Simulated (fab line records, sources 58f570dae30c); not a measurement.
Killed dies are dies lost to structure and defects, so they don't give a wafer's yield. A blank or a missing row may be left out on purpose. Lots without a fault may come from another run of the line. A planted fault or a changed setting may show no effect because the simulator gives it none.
Split-lot experiment | flow berkeley_cmos170 | 5 lots, 23 wafers read, on a route of 331 steps

THE SPLIT
At UCB170_NVT_IMPLANT_07, the setting energy_kev was moved away from the recipe's 50 on 4 of the 23 wafers read, by -2.2% to -1.7%. The other wafers ran this setting at the recipe's value.

The reading is taken at the split's own step.

THE READING
implant.drp_nm (the simulator's own value, which no gauge read), in nm, at UCB170_NVT_IMPLANT_07. The file gives no usual value for it.

wafer  | tool, chamber at the split | energy_kev as run | against the recipe | implant.drp_nm, nm | against lot-mates on the recipe
L074.1 | implanter-02, 0            | 50                | recipe             | 18.57              | -
L074.3 | implanter-02, 0            | 50                | recipe             | 18.57              | -
L074.4 | implanter-02, 0            | 50                | recipe             | 18.57              | -
L074.5 | implanter-02, 0            | 50                | recipe             | 18.57              | -
L074.6 | implanter-02, 0            | 50                | recipe             | 18.57              | -
L077.2 | implanter-01, 0            | 50                | recipe             | 18.57              | -
L077.3 | implanter-01, 0            | 50                | recipe             | 18.57              | -
L077.4 | implanter-01, 0            | 50                | recipe             | 18.57              | -
L077.5 | implanter-01, 0            | 50                | recipe             | 18.57              | -
L077.6 | implanter-01, 0            | 50                | recipe             | 18.57              | -
L081.2 | implanter-02, 0            | 50                | recipe             | 18.57              | -
L081.4 | implanter-02, 0            | 50                | recipe             | 18.57              | -
L081.6 | implanter-02, 0            | 50                | recipe             | 18.57              | -
L081.3 | implanter-02, 0            | 49.15             | -1.7%              | 18.34              | -0.23
L081.5 | implanter-02, 0            | 49.15             | -1.7%              | 18.34              | -0.23
L084.1 | implanter-02, 0            | 50                | recipe             | 18.57              | -
L084.4 | implanter-02, 0            | 50                | recipe             | 18.57              | -
L084.5 | implanter-02, 0            | 50                | recipe             | 18.57              | -
L085.1 | implanter-02, 0            | 50                | recipe             | 18.57              | -
L085.4 | implanter-02, 0            | 50                | recipe             | 18.57              | -
L085.6 | implanter-02, 0            | 50                | recipe             | 18.57              | -
L085.3 | implanter-02, 0            | 48.91             | -2.2%              | 18.28              | -0.29
L085.5 | implanter-02, 0            | 48.91             | -2.2%              | 18.28              | -0.29

THE FIT
A straight line over all 23 wafers: implant.drp_nm changes by +0.134 nm for each +1% of energy_kev; r = +1.00; the points scatter about the line by 0.00094 nm.
The same after taking each lot's own level away (the mean of its wafers on the recipe; 23 wafers): +0.134 nm for each +1%; r = +1.00; scatter 0.00094 nm.
On that fit, the largest move of energy_kev shifts the reading by 0.29 nm.
The lots' own levels span 18.570 to 18.570 nm.
So the lot-to-lot level changes the slope little: the two slopes agree.
Check: with one of the wafers moved furthest among these (-2.2%) left out of the fit, the line predicts -0.293 nm for it against its lot-mates. It came out at -0.29 nm against them.

THE FILE'S OWN FIT
implant.drp_nm changes by +0.134 nm for each +1% of energy_kev, r = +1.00.
